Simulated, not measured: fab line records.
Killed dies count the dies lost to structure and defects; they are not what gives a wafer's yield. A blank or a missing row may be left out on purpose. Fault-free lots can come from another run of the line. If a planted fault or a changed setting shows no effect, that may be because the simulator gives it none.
A struck lot beside a sound one ; flow berkeley cmos170 ; 21 out of 331 route steps
Sound: the wafers L172.2, L172.3, L172.6. Wafers struck: L169.1, L169.3, L169.4. At the end, the cause is stated.
At each step with rows: each side's tool, then ch and its chambers, then its first start. Under that, the readings that differ: sound wafers ; struck wafers ; difference of the means ; sigmas: that difference in standard deviations of wafers without a fault.
alike: same words and numbers on both sides, and readings whose means sit less than 2 such deviations apart. not compared: any withheld reading, any reading some wafer has no value for, any bound like >300 that may hide the same value, and any number with overlapping values for which the record gives no deviation.
A row with sigmas, a row that says differs or no value, or rows on one side alone: a step with any of these is where the two part. Numbers that don't overlap but have no deviation are shown without sigmas and don't part them. A reading missing from all wafers of one side parts the sides only when that side holds two or more wafers.

first, 3 steps without rows for these wafers: UCB170_PSD_EXPOSE_03 (exposes mask PSELECT MOD, target cd 1200 nm); UCB170_PSD_PEB_04; UCB170_PSD_DEVELOP_05 (develop time 45 s).
UCB170_PSD_CD_MEAS_06: target cd 1200 nm.
  struck on cd sem-01, day 8 04:38; sound on cd sem-01, day 8 17:35
  alike: cd nm
UCB170_PSD_OVL_MEAS_07:
  struck on overlay-02, day 8 04:46; sound on overlay-02, day 8 17:41
  alike: PSD_OVL
next, for these wafers, 1 step has no rows: UCB170_PSD_IMPLANT_08.
UCB170_PSD_STRIP_09: strips in O2.
  sound on plasma asher-03 ch 0,1, day 8 17:52; struck on plasma asher-03 ch 0,1, day 8 04:57
  alike: drypump motor current A, oes product au, strip time to endpoint s
  not compared: rf hours counter h
UCB170_PSD_TW_MEAS_10:
  struck on film metro-01, day 8 05:03; sound on film metro-02, day 8 17:58
  alike: PSD_TW
then, 4 steps without rows for these wafers: UCB170_PSD_CLEAN_11 (cleans in SPM, time 600 s); UCB170_NSD_HMDS_00 (prime time 60 s); UCB170_NSD_COAT_01 (resist thk 892.1 nm); UCB170_NSD_SOFTBAKE_02 (time 60 s).
UCB170_NSD_EXPOSE_03: exposes mask NSELECT MOD, target cd 1200 nm.
  sound on krf scanner-02 ch 0, day 8 18:47; struck on krf scanner-01 ch 0, day 8 06:39
reading;sound;struck;difference;sigmas
mask;NSELECT_MOD#0 NSELECT_MOD#0 NSELECT_MOD#0;PSELECT_MOD#0 PSELECT_MOD#0 PSELECT_MOD#0;differs;
  alike: focus offset nm, stage vel mm s
then, 2 steps without rows for these wafers: UCB170_NSD_PEB_04; UCB170_NSD_DEVELOP_05 (develop time 45 s).
UCB170_NSD_CD_MEAS_06: target cd 1200 nm.
  struck on cd sem-01, day 8 07:10; sound on cd sem-01, day 8 19:11
reading;sound;struck;difference;sigmas
cd nm (nm);1199.9 1200.3 1199.7;- - -;no value on the struck wafers;
UCB170_NSD_OVL_MEAS_07:
  struck on overlay-01, day 8 07:17; sound on overlay-02, day 8 19:17
reading;sound;struck;difference;sigmas
NSD_OVL (nm);-6 -3 -2;- - -;no value on the struck wafers;
next, for these wafers, 1 step has no rows: UCB170_NSD_IMPLANT_08.
UCB170_NSD_STRIP_09: strips in O2.
  sound on plasma asher-02 ch 0,1, day 8 19:28; struck on plasma asher-02 ch 0,1, day 8 07:28
  alike: drypump motor current A, oes product au, strip time to endpoint s
  not compared: rf hours counter h
UCB170_NSD_TW_MEAS_10:
  struck on film metro-03, day 8 07:34; sound on film metro-03, day 8 19:35
reading;sound;struck;difference;sigmas
NSD_TW;4166 4176 4180;30 30 30;-4144;-99 or more
then, 1 step without rows for these wafers: UCB170_NSD_CLEAN_11 (cleans in SPM, time 600 s).

== WHERE THEY PART ==
At UCB170_NSD_EXPOSE_03 first; at UCB170_NSD_TW_MEAS_10 last (within this record only).

WHY: whatever the simulator had introduced
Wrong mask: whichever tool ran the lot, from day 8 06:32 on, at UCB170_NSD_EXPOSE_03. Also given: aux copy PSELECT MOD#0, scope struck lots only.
